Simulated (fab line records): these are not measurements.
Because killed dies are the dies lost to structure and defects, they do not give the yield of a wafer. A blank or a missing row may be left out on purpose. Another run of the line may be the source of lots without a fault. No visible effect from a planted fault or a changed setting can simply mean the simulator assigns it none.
The tool behind it: which one? ; flow rit_cmos ; 13 lots, 39 wafers sampled, at 5 steps of a route of 202

## WHAT EACH GAUGE READ, for each wafer
RIT_ACTIVE_THK_MEAS_04. Usual: ACTIVE_NITRIDE_THK 151.0 nm, standard deviation 1.2.
lot;measured;on;ACTIVE_NITRIDE_THK (nm);flag
L529;day 1 13:52;film_metro-03;151.3 152.3 151.8;
L530;day 1 18:33;film_metro-04;151.2 150.6 151.4;
L531;day 1 23:32;film_metro-02;149.7 149.2 150.9;
L532;day 2 04:32;film_metro-04;152.9 151.5 152.1;
L533;day 2 10:13;film_metro-02;150.1 149.5 150.1;
L534;day 2 15:24;film_metro-04;171.9 172.4 171.6;OFF
L537;day 3 05:33;film_metro-04;172.5 172.8 171.2;OFF
L547;day 5 09:30;film_metro-04;148.9 149.4 148.7;
L548;day 5 13:25;film_metro-03;150.3 151.8 152.1;
L549;day 5 17:41;film_metro-02;151.3 151.0 150.2;
L550;day 5 22:44;film_metro-04;152.9 151.6 152.1;
L551;day 6 03:33;film_metro-04;151.8 151.4 152.2;
L552;day 6 09:32;film_metro-02;149.1 150.5 150.8;

RIT_PWELL_OVL_MEAS_06. Usual: PWELL_OVL 0.1 nm, standard deviation 1.5.
lot;measured;on;PWELL_OVL (nm);flag
L529;day 2 00:34;overlay-02;-2.3 -2.5 -2.6;
L530;day 2 03:27;overlay-02;-0.9 0.5 -1.2;
L531;day 2 07:56;overlay-02;1.8 2.4 2.7;
L532;day 2 13:35;overlay-01;-2.1 -1.8 -3.5;
L533;day 2 18:43;overlay-02;-0.6 -1.0 0.7;
L534;day 3 00:41;overlay-02;-1.1 -0.7 -0.9;
L537;day 3 17:14;overlay-01;-0.7 0.6 -1.0;
L547;day 5 19:12;overlay-01;1.6 1.2 0.5;
L548;day 5 23:17;overlay-01;0.8 3.1 1.5;
L549;day 6 02:04;overlay-01;-0.2 0.7 -0.1;
L550;day 6 07:11;overlay-01;2.1 0.7 1.2;
L551;day 6 11:59;overlay-01;0.4 0.5 0.8;
L552;day 6 20:10;overlay-01;0.3 0.4 1.0;

RIT_WELLDRIVE_RS_MEAS_01: measurement is done with a four-point probe. Usual: NWELL_RS 275.5 ohm/sq, standard deviation 0.7.
lot;measured;on;NWELL_RS (ohm/sq);flag
L529;day 2 07:08;film_metro-01;275.3 276.2 275.7;
L530;day 2 09:34;film_metro-01;276.8 276.6 276.8;
L531;day 2 13:41;film_metro-01;274.7 275.0 274.0;
L532;day 2 19:20;film_metro-02;275.2 274.1 275.2;
L533;day 3 00:29;film_metro-04;276.3 276.1 275.4;
L534;day 3 06:28;film_metro-01;275.5 275.5 276.0;
L537;day 3 23:08;film_metro-02;276.0 276.1 276.0;
L547;day 6 01:00;film_metro-01;274.8 275.3 274.6;
L548;day 6 05:02;film_metro-02;274.8 274.9 274.2;
L549;day 6 07:51;film_metro-01;276.3 275.9 275.7;
L550;day 6 12:58;film_metro-01;275.0 275.5 275.0;
L551;day 6 18:03;film_metro-04;275.1 275.3 274.2;
L552;day 7 01:56;film_metro-01;275.9 275.8 276.5;

## WHAT TOOL EACH LOT RAN ON (gives the tool, then ch and the chambers of the sampled wafers, and finally the start)
lot;RIT_ACTIVE_CVD_03;RIT_ACTIVE_ETCH_13
L529;lpcvd-02 ch 1, day 1 12:26;rie_diel-03 ch 0,2,3, day 1 15:02
L530;lpcvd-01 ch 1, day 1 17:07;rie_diel-01 ch 0,1, day 1 19:49
L531;lpcvd-02 ch 0, day 1 22:07;rie_diel-02 ch 1,2, day 2 00:50
L532;lpcvd-01 ch 0, day 2 03:07;rie_diel-03 ch 0,1,2, day 2 05:50
L533;lpcvd-02 ch 1, day 2 08:48;rie_diel-03 ch 0,2,3, day 2 11:23
L534;lpcvd-01 ch 1, day 2 13:58;rie_diel-01 ch 0,2,3, day 2 16:34
L537;lpcvd-01 ch 1, day 3 04:07;rie_diel-01 ch 0,2,3, day 3 06:43
L547;lpcvd-01 ch 1, day 5 08:05;rie_diel-03 ch 1,2,3, day 5 10:41
L548;lpcvd-02 ch 0, day 5 12:00;rie_diel-03 ch 0,2,3, day 5 14:47
L549;lpcvd-01 ch 1, day 5 16:15;rie_diel-03 ch 0,2,3, day 5 18:50
L550;lpcvd-01 ch 1, day 5 21:17;rie_diel-03 ch 0,3, day 6 00:06
L551;lpcvd-01 ch 0, day 6 02:07;rie_diel-01 ch 1,2,3, day 6 04:43
L552;lpcvd-02 ch 0, day 6 08:06;rie_diel-01 ch 1,2, day 6 10:50
- RIT_ACTIVE_CVD_03: deposits Si3N4 from SiH2Cl2/NH3, target thk 150 nm, time 1500 s.
- RIT_ACTIVE_ETCH_13: etches Si3N4 in SF6, stops on SiO2, time 210 s, target depth 210 nm.

## WHAT THE TOOLS THEMSELVES READ (means of the sampled wafers that have a number; where no wafer has one, the mark that the record gives instead)
RIT_ACTIVE_CVD_03. Usual: nh3_flow_sccm 150.0 sccm, standard deviation 0.49; zone_power_centre_pct 36.4 %, standard deviation 2.8; zone_power_load_pct 21.7 %, standard deviation 1.8.
lot;tool;nh3_flow_sccm (sccm);zone_power_centre_pct (%);zone_power_load_pct (%);flag
L529;lpcvd-02;150.6;33.3;18.8;
L530;lpcvd-01;149.8;39.1;23.4;
L531;lpcvd-02;150.2;32.8;21.1;
L532;lpcvd-01;150.5;37.3;19.8;
L533;lpcvd-02;150.2;33.5;19.2;
L534;lpcvd-01;180.4;38.9;23.4;OFF
L537;lpcvd-01;180.3;38.6;23.5;OFF
L547;lpcvd-01;150.0;38.7;23.4;
L548;lpcvd-02;149.4;32.7;21.5;
L549;lpcvd-01;150.7;39.1;23.6;
L550;lpcvd-01;149.4;38.7;23.5;
L551;lpcvd-01;150.3;36.9;19.5;
L552;lpcvd-02;149.9;32.8;21.6;

RIT_ACTIVE_ETCH_13. Usual: SF6_flow_sccm 200.0 sccm, standard deviation 0.58; drypump_motor_current_A 6.0 A, standard deviation 0.3; oes_product_au 0.823 a.u., standard deviation 0.01; throttle_valve_pct 7.47 %, standard deviation 0.12.
lot;tool;SF6_flow_sccm (sccm);drypump_motor_current_A (A);oes_product_au (a.u.);throttle_valve_pct (%);flag
L529;rie_diel-03;199.7;5.9;0.821;7.43;
L530;rie_diel-01;200.0;5.5;0.812;7.59;
L531;rie_diel-02;199.7;6.5;0.816;7.64;
L532;rie_diel-03;199.6;6.0;0.825;7.52;
L533;rie_diel-03;200.4;5.9;0.817;7.41;
L534;rie_diel-01;200.6;6.0;0.879;7.44;OFF
L537;rie_diel-01;200.3;6.0;0.885;7.46;OFF
L547;rie_diel-03;200.4;6.0;0.811;7.47;
L548;rie_diel-03;199.9;5.9;0.818;7.43;
L549;rie_diel-03;200.2;5.9;0.824;7.42;
L550;rie_diel-03;200.0;6.0;0.833;7.45;
L551;rie_diel-01;200.1;5.9;0.826;7.38;
L552;rie_diel-01;199.9;5.7;0.814;7.48;

## THE ANSWER, worked out from the rows above alone
Rule: take the mean of a lot's wafers that have a number; if it is more than 3 standard deviations from the usual mean, the lot is off. A lot without any number at a reading at which 4 lots or more have one is off too. Where the step has rows for the other lots, those lots are counted as sound. First the gauges in route order, then the tools' own readings, where a lot's mean is used as printed above. At the first step where some lot is off, the reading lying furthest off is the one used; lots without a number count as furthest.
Off: at RIT_ACTIVE_THK_MEAS_04 (ACTIVE_NITRIDE_THK), L534, L537.
If a tool, at a process step before that reading, ran all the lots that are off and no sound lot after the first of them, it fits. The gauges at RIT_ACTIVE_THK_MEAS_04 aren't tried: what is off there is off at RIT_ACTIVE_CVD_03 too, on other tools, and a gauge's error can't cause that. None of those tried fits.

## WHAT HAD BEEN PUT IN BY THE SIMULATOR
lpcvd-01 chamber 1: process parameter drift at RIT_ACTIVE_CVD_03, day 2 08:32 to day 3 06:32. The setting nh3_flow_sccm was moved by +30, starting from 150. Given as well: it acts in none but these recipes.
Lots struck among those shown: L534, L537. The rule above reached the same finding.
